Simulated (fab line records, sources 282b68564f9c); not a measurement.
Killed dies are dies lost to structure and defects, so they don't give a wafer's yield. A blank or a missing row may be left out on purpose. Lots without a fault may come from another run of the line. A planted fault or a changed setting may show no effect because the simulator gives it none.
fab line records | flow rit_cmos
record lots=6 wafers=18 last_day=7
route steps=202 shown PLDD@124 SPACER@125 NSD@131
lots that met no fault: from a run of the same line without faults
start_h: hours from the record's first day to the start of the lot's first wafer shown | wait_h: hours since the lot's step before | " the same as in the row above | L1.1+2: a row that stands for several wafers | - no value, or no start given | * or withheld: withheld | < > ~ a bound
route shown NAME@n: a module of which the file shows steps, and the number in the route of the first | usual: mean/standard deviation of fault-free wafers | same: alike in all rows | chamber/n: place in a boat | sites: the reading at each site | _std_site: their standard deviation | _edge_site: outer sites' mean less inner sites' | radius_mm: how far each site lies from the wafer's centre | mask NAME#n: copy n | behind: the tool/chamber that last shaped the wafer | hold: why the lot was held/for how many hours/how that ended | device: the transistor (n, p or np) that didn't switch | end of line: the same wafers' tests at the end of the route | a step without rows: its recipe alone | killed: dies lost to structure and defects at the first sort, not the wafer's yield | map: a wafer's dies, x killed, . not, _ none there
set.NAME: the setting as run; set.NAME@STEP: as run at that earlier step | model.NAME: the simulator's own value behind a step, which no gauge read
lots at some steps of the route; a table a step, a row a wafer
services: from which hour (start_h, from the record's first day; less than 0 if before it) a tool's chamber was out of use, for how many hours, and why
## steps
# step RIT_PLDD_TW_MEAS_10
# usual PLDD_TW=2387/13
# columns lot.wafer tool chamber start_h wait_h PLDD_TW
L965.4 film_metro-02 - 56.50 0.1 2385
L965.5 " - " " 2375
L965.6 " - " " 2387
L976.1 film_metro-03 - 113.32 0.1 2382
L976.4 " - " " 2383
L976.6 " - " " 2394
L983.1 film_metro-04 - 149.04 0.1 2403
L983.3 " - " " 2396
L983.5 " - " " 2385
L984.2 film_metro-02 - 154.20 0.1 2393
L984.3 " - " " 2398
L984.4 " - " " 2395
L985.1 film_metro-04 - 158.92 0.1 2392
L985.3 " - " " 2399
L985.5 " - " " 2391
L986.1 film_metro-02 - 162.85 0.1 2384
L986.3 " - " " 2388
L986.6 " - " " 2390
# step RIT_SPACER_CLEAN_00
# recipe chemistry=SC1 mix=3:3:50 time_s=600 temp_c=75
# step RIT_SPACER_CLEAN_01
# recipe chemistry=dHF dilution=50:1 time_s=29.24
# step RIT_SPACER_CLEAN_02
# recipe chemistry=SC2 mix=3:3:50 time_s=600 temp_c=75 dry=n2_spin
# step RIT_SPACER_CVD_03
# recipe material=Si3N4 target_thk_nm=250 temp_c=810 precursor=SiH2Cl2/NH3 time_s=3300 pressure_mtorr=300 sih2cl2_flow_sccm=60 nh3_flow_sccm=150
# step RIT_SPACER_THK_MEAS_04
# recipe reads=Si3N4_of_SPACER_CVD_03
# usual SPACER_NITRIDE_THK=249.8/2.1
# columns lot.wafer tool chamber start_h wait_h SPACER_NITRIDE_THK[nm]
L965.4 film_metro-03 - 58.84 0.0 249.0
L965.5 " - " " 252.4
L965.6 " - " " 250.1
L976.1 film_metro-03 - 115.67 0.0 244.5
L976.4 " - " " 248.0
L976.6 " - " " 248.1
L983.1 film_metro-01 - 152.24 0.0 252.0
L983.3 " - " " 250.7
L983.5 " - " " 251.7
L984.2 film_metro-01 - 156.68 0.0 246.8
L984.3 " - " " 247.5
L984.4 " - " " 248.2
L985.1 film_metro-02 - 161.28 0.0 250.9
L985.3 " - " " 252.0
L985.5 " - " " 252.3
L986.1 film_metro-03 - 165.20 0.0 251.4
L986.3 " - " " 252.7
L986.6 " - " " 253.2
# step RIT_SPACER_ETCHBACK_05
# recipe target_depth_a=2500 SF6_flow_sccm=30 CHF3_flow_sccm=30 target=Si3N4 chemistry=SF6/CHF3 pressure_mtorr=40 rf_w=250 time_s=240 stop_on=SiO2
# usual SF6_flow_sccm=30.00/0.094 drypump_motor_current_A=5.8/0.39 oes_product_au=0.850/0.012 throttle_valve_pct=10.23/0.092
# columns lot.wafer tool chamber start_h wait_h SF6_flow_sccm drypump_motor_current_A oes_product_au rf_hours_counter_h throttle_valve_pct
L965.4 rie_diel-01 2 58.87 0.0 30.05 5.4 0.845 1 10.22
L965.5 " 3 " " 29.93 5.9 0.844 - 10.33
L965.6 " 0 " " 29.99 5.1 0.849 - 10.15
L976.1 rie_diel-01 0 115.73 0.1 30.03 5.1 0.841 22 10.14
L976.4 " 1 " " 30.02 6.2 0.832 98 10.16
L976.6 " 3 " " 29.83 5.9 0.842 - 10.31
L983.1 rie_diel-02 2 152.30 0.1 30.03 6.0 0.844 21 10.37
L983.3 " 3 " " 30.08 6.3 0.854 39 10.27
L983.5 " 2 " " 29.97 6.0 0.838 - 10.37
L984.2 rie_diel-04 3 156.73 0.0 29.99 5.7 0.840 36 10.31
L984.3 " 0 " " 29.98 5.6 0.843 52 10.16
L984.4 " 0 " " 30.02 5.6 0.841 - 10.16
L985.1 rie_diel-04 2 161.34 0.1 29.84 6.2 0.838 6 10.26
L985.3 " 3 " " 30.06 5.7 0.852 36 10.32
L985.5 " 3 " " 30.04 5.7 0.848 - 10.32
L986.1 rie_diel-02 2 165.26 0.1 30.04 5.9 0.837 21 10.38
L986.3 " 0 " " 29.90 5.4 0.867 93 10.32
L986.6 " 3 " " 29.97 6.3 0.868 - 10.26
# step RIT_NSD_HMDS_00
# recipe prime_time_s=60 prime_temp_c=140
# step RIT_NSD_COAT_01
# recipe resist=NOVOLAK spin_rpm=3227 resist_thk_nm=1000
# step RIT_NSD_SOFTBAKE_02
# recipe resist=NOVOLAK temp_c=90 time_s=60
# step RIT_NSD_EXPOSE_03
# recipe mask_id=M9 na=0.57 target_cd_nm=40700 dose_mj=250
# step RIT_NSD_PEB_04
# recipe resist=NOVOLAK temp_c=withheld time_s=withheld
# step RIT_NSD_DEVELOP_05
# recipe resist=NOVOLAK develop_time_s=50 dev_temp_c=23
# usual chill_plate_temp_C=23.00/0.11 develop_time_s=50/0
# columns lot.wafer tool chamber start_h wait_h chill_plate_temp_C develop_time_s
L965.4 litho_track-02 0 59 - 22.93 50
L965.5 " 0 " " 23.03 50
L965.6 " 0 " " 23.06 50
L976.1 litho_track-04 0 116 - 23.03 50
L976.4 " 0 " " 23.12 50
L976.6 " 0 " " 23.02 50
L983.1 litho_track-04 - 153 - - -
L983.3 " - " " - -
L983.5 " - " " - -
L984.2 litho_track-02 - 157 - - -
L984.3 " - 158 - - -
L984.4 " - " " - -
L985.1 litho_track-04 0 162 - 22.98 50
L985.3 " 0 " " 22.98 50
L985.5 " 0 " " 22.90 50
L986.1 litho_track-04 0 166 - 23.02 50
L986.3 " 0 " " 23.14 50
L986.6 " 0 " " 22.93 50
# step RIT_NSD_OVL_MEAS_06
# usual NSD_OVL=0.6/1.4
# columns lot.wafer tool chamber start_h wait_h NSD_OVL[nm]
L965.4 overlay-02 - 59.89 - -2.9
L965.5 " - " " -1.7
L965.6 " - " " -2.8
L976.1 overlay-02 - 116.73 - 1.5
L976.4 " - " " 1.1
L976.6 " - " " 1.1
L983.1 overlay-02 - 153.30 - -
L983.3 " - " " -
L983.5 " - " " -
L984.2 overlay-01 - 158.12 - -
L984.3 " - " " -
L984.4 " - " " -
L985.1 overlay-01 - 162.37 - 1.5
L985.3 " - " " 2.3
L985.5 " - " " 1.7
L986.1 overlay-01 - 166.26 - -0.2
L986.3 " - " " 1.7
L986.6 " - " " 1.2
## services
# columns tool chamber start_h hours kind
rie_diel-01 0 43.39 5.3 repair
rie_diel-01 1 43.80 5.5 repair
rie_diel-01 3 47.80 8.6 repair
rie_diel-04 2 54.72 5.8 repair
rie_diel-02 3 67.37 15.7 repair
rie_diel-01 1 68.45 7.7 repair
rie_diel-01 2 102.47 12.0 repair
rie_diel-04 - 126.30 2.6 repair
rie_diel-01 3 141.81 3.2 repair
rie_diel-04 1 146.57 - clean
rie_diel-04 1 146.57 12.2 scheduled_down
rie_diel-04 1 146.57 12.2 vent_cycle
rie_diel-04 - 149.86 0.8 repair
## key
first_sign step=RIT_NSD_DEVELOP_05 reading=tool_record direction=missing
effect none on later readings
met_at RIT_NSD_DEVELOP_05
struck_wafers L983.1,L983.3,L983.5,L984.2,L984.3,L984.4
sort_left_out L983.1,L983.3,L983.5,L984.2,L984.3,L984.4
tester_left_out L983,L984
onset_between 116 153
fault kind=skipped_step_whole tool=litho_track-02,litho_track-04 chamber=- onset_h=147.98 steps=RIT_NSD_DEVELOP_05 scope=struck_lots_only
# tester_left_out: of these lots the tester's yield and bins aren't shown, on N5 and GAA mostly nor the transistor test; their killed dies are dies lost to structure and defects alone, not to doping, threshold or leakage, so they don't give the yield
# sort_left_out: the simulated sort isn't trusted on such a fault, so these wafers' sort isn't shown, and their yield isn't known
